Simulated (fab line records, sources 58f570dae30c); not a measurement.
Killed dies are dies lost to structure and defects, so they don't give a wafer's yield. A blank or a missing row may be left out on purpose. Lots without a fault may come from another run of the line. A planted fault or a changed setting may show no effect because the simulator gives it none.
Chamber matching | flow berkeley_cmos170 | UCB170_SPACER_ETCHBACK_03 on rie_diel-04: 4 sister chambers
The step etches SiO2 in CHF3/CF4/Ar, stops on Si, target depth 376 nm, time 100 s. 14 wafers are shown with their chamber, then 6 later ones without.

WAFERS WITH THEIR CHAMBER
wafer  | chamber | drypump_motor_current_A (A) | throttle_valve_pct (%) | mfc_ar_sccm (sccm)
L826.1 | 3       | 5.7                         | 6.33                   | 120.4
L826.2 | 1       | 6.5                         | 6.66                   | 120.1
L826.6 | 0       | 5.9                         | 6.40                   | 120.0
L832.2 | 2       | 5.4                         | 6.51                   | 119.3
L832.4 | 0       | 6.0                         | 6.40                   | 120.0
L832.5 | 1       | 6.5                         | 6.65                   | 120.1
L838.3 | 0       | 6.0                         | 6.40                   | 120.1
L838.5 | 0       | 6.0                         | 6.40                   | 120.1
L838.6 | 3       | 5.7                         | 6.32                   | 120.1
L842.1 | 0       | 6.0                         | 6.40                   | 120.1
L842.5 | 2       | 5.4                         | 6.53                   | 119.9
L846.2 | 0       | 6.0                         | 6.41                   | 119.9
L846.3 | 1       | 6.5                         | 6.67                   | 120.5
L846.6 | 2       | 5.4                         | 6.53                   | 120.3

SIGNATURES (means of the wafers above)
reading                 | chamber 0 | chamber 1 | chamber 2 | chamber 3 | scatter within a chamber
drypump_motor_current_A | 5.983     | 6.500     | 5.400     | 5.700     | 0.0289
throttle_valve_pct      | 6.4017    | 6.6600    | 6.5233    | 6.3250    | 0.00775
mfc_ar_sccm             | 120.033   | 120.233   | 119.833   | 120.250   | 0.263
Rule: a wafer's distance from a chamber is the root of the sum, over the readings, of the square of ((its reading less the chamber's mean) divided by the reading's scatter). The wafer belongs to the nearest chamber; if the next one is less than 2 further off, it can't be placed. The scatter: the root of (the sum of the squares of (reading less its chamber's mean) over the shown wafers, divided by (wafers less chambers)).

WAFERS WITHOUT THEIR CHAMBER
wafer  | drypump_motor_current_A (A) | throttle_valve_pct (%) | mfc_ar_sccm (sccm)
L843.2 | 5.9                         | 6.41                   | 119.8
L843.3 | 6.5                         | 6.64                   | 120.0
L843.4 | 5.4                         | 6.53                   | 119.4
L847.2 | 6.5                         | 6.65                   | 120.5
L847.4 | 5.7                         | 6.33                   | 119.9
L847.5 | 6.5                         | 6.65                   | 120.5

WHICH CHAMBER EACH WENT THROUGH
wafer  | from the rows above | in truth
L843.2 | 0                   | 0
L843.3 | 1                   | 1
L843.4 | 2                   | 2
L847.2 | 1                   | 1
L847.4 | 3                   | 3
L847.5 | 1                   | 1
Placed correctly: 6 of 6. Can't be placed from these rows: 0. Placed wrongly: 0.
